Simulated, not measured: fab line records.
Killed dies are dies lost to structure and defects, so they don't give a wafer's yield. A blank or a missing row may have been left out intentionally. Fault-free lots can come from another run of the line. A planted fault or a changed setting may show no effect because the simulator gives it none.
Shared-tool check | flow berkeley-cmos170 | 42 wafers sampled across 14 lots

WHY THIS WAS OPENED
At UCB170_PLDD_TW_MEAS_11 the reading PLDD_TW is flagged on 2 of 14 lots. No-fault wafers: 1012, standard deviation 5.8.
Rule: a lot is flagged in two cases, either no wafer of it has a number, or all its wafers with numbers fall more than 4 standard deviations from that mean. The other lots count as sound.

lot  | measured     | on            | PLDD_TW, wafer by wafer | flag
L559 | day 7 13:29  | film-metro-01 | 1005 1011 1014          |
L558 | day 7 13:46  | film-metro-04 | 1002 1004 1005          |
L560 | day 7 13:47  | film-metro-02 | 1020 1020 1010          |
L562 | day 8 02:29  | film-metro-02 | 1015 1018 1019          |
L566 | day 8 22:49  | film-metro-01 | 30 30 30                | FLAGGED
L568 | day 9 14:35  | film-metro-01 | 30 30 30                | FLAGGED
L571 | day 9 14:59  | film-metro-04 | 1004 1007 1010          |
L574 | day 10 11:34 | film-metro-02 | 1014 1010 1014          |
L572 | day 10 11:49 | film-metro-01 | 1005 1008 1005          |
L573 | day 10 12:02 | film-metro-02 | 1011 1018 1006          |
L576 | day 10 22:20 | film-metro-01 | 1012 1009 1009          |
L577 | day 11 15:43 | film-metro-01 | 1015 1016 1010          |
L578 | day 11 15:55 | film-metro-02 | 1018 1015 1015          |
L581 | day 11 16:28 | film-metro-01 | 1010 1010 1015          |
Flagged lots average 30: -982 relative to the usual, that is -99 or more standard deviations.

EACH LOT AND THE TOOL IT RAN ON
The record holds 2 process steps before the reading, out of a route of 331 steps. Each cell gives the tool, then ch followed by the chambers the sampled wafers passed through, then the start.
lot  | flag    | UCB170_PFIELD_STRIP_08              | UCB170_PLDD_DEVELOP_05
L559 |         | plasma-asher-01 ch 0,1, day 5 04:04 | litho-track-02 ch 0, day 7 12:00
L558 |         | plasma-asher-02 ch 0,1, day 5 04:21 | litho-track-02 ch 0, day 7 13:00
L560 |         | plasma-asher-01 ch 0,1, day 5 03:31 | litho-track-03 ch 0, day 7 13:00
L562 |         | plasma-asher-01 ch 0,1, day 5 19:44 | litho-track-02 ch 0, day 8 01:00
L566 | FLAGGED | plasma-asher-02 ch 0,1, day 6 21:34 | litho-track-02 ch 0, day 8 22:00
L568 | FLAGGED | plasma-asher-01 ch 0,1, day 7 05:55 | litho-track-02 ch 0, day 9 13:00
L571 |         | plasma-asher-04 ch 0,1, day 7 09:53 | litho-track-03 ch 0, day 9 14:00
L574 |         | plasma-asher-02 ch 0,1, day 8 06:50 | litho-track-04 ch 0, day 10 10:00
L572 |         | plasma-asher-04 ch 0,1, day 8 07:09 | litho-track-03 ch 0, day 10 11:00
L573 |         | plasma-asher-04 ch 0, day 8 06:39   | litho-track-04 ch 0, day 10 11:00
L576 |         | plasma-asher-01 ch 0,1, day 8 17:43 | litho-track-04 ch 0, day 10 21:00
L577 |         | plasma-asher-01 ch 0,1, day 9 05:59 | litho-track-03 ch 0, day 11 15:00
L578 |         | plasma-asher-04 ch 0,1, day 9 06:17 | litho-track-04 ch 0, day 11 15:00
L581 |         | plasma-asher-02 ch 0,1, day 9 06:29 | litho-track-03 ch 0, day 11 15:00
These steps, and what they do:
- UCB170_PFIELD_STRIP_08: strips in O2.
- UCB170_PLDD_DEVELOP_05: develop time 45 s.
- UCB170_PLDD_TW_MEAS_11

FLAGGED OVER TOTAL, TOOL BY TOOL (the gauges that took the reading come last)
step                   | tool            | lots run | flagged | share of the flagged lots | sound lots run after its first flagged lot
UCB170_PFIELD_STRIP_08 | plasma-asher-01 | 6        | 1       | some                      | 2 (L576,L577)
UCB170_PFIELD_STRIP_08 | plasma-asher-02 | 4        | 1       | some                      | 2 (L574,L581)
UCB170_PFIELD_STRIP_08 | plasma-asher-04 | 4        | 0       | none                      | -
UCB170_PLDD_DEVELOP_05 | litho-track-02  | 5        | 2       | all                       | 0
UCB170_PLDD_DEVELOP_05 | litho-track-03  | 5        | 0       | none                      | -
UCB170_PLDD_DEVELOP_05 | litho-track-04  | 4        | 0       | none                      | -
UCB170_PLDD_TW_MEAS_11 | film-metro-01   | 7        | 2       | all                       | 4 (L572,L576,L577,L581)
UCB170_PLDD_TW_MEAS_11 | film-metro-02   | 5        | 0       | none                      | -
UCB170_PLDD_TW_MEAS_11 | film-metro-04   | 2        | 0       | none                      | -

WHAT IS ALLOWED BY THE TABLE
In 2 table rows, all flagged lots were run: litho-track-02 (UCB170_PLDD_DEVELOP_05), film-metro-01 (UCB170_PLDD_TW_MEAS_11).
- litho-track-02 at UCB170_PLDD_DEVELOP_05: 2 of its 5 lots flagged. Its last sound lot is L562 (day 8 01:00), its first flagged lot L566 (day 8 22:00): a fault that began between those two fits.
- film-metro-01 at UCB170_PLDD_TW_MEAS_11: 2 of its 7 lots flagged. Lots that were sound ran on it after the first flagged one (L572, L576, L577, L581); a persistent fault on the entire tool would not allow that.
One tool is left: litho-track-02 at UCB170_PLDD_DEVELOP_05.

WHAT WAS PUT IN BY THE SIMULATOR
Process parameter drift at UCB170_PLDD_DEVELOP_05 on litho-track-02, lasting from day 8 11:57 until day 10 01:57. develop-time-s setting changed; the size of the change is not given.
Lots struck among those shown: L566, L568. This agrees with what the rule above found.
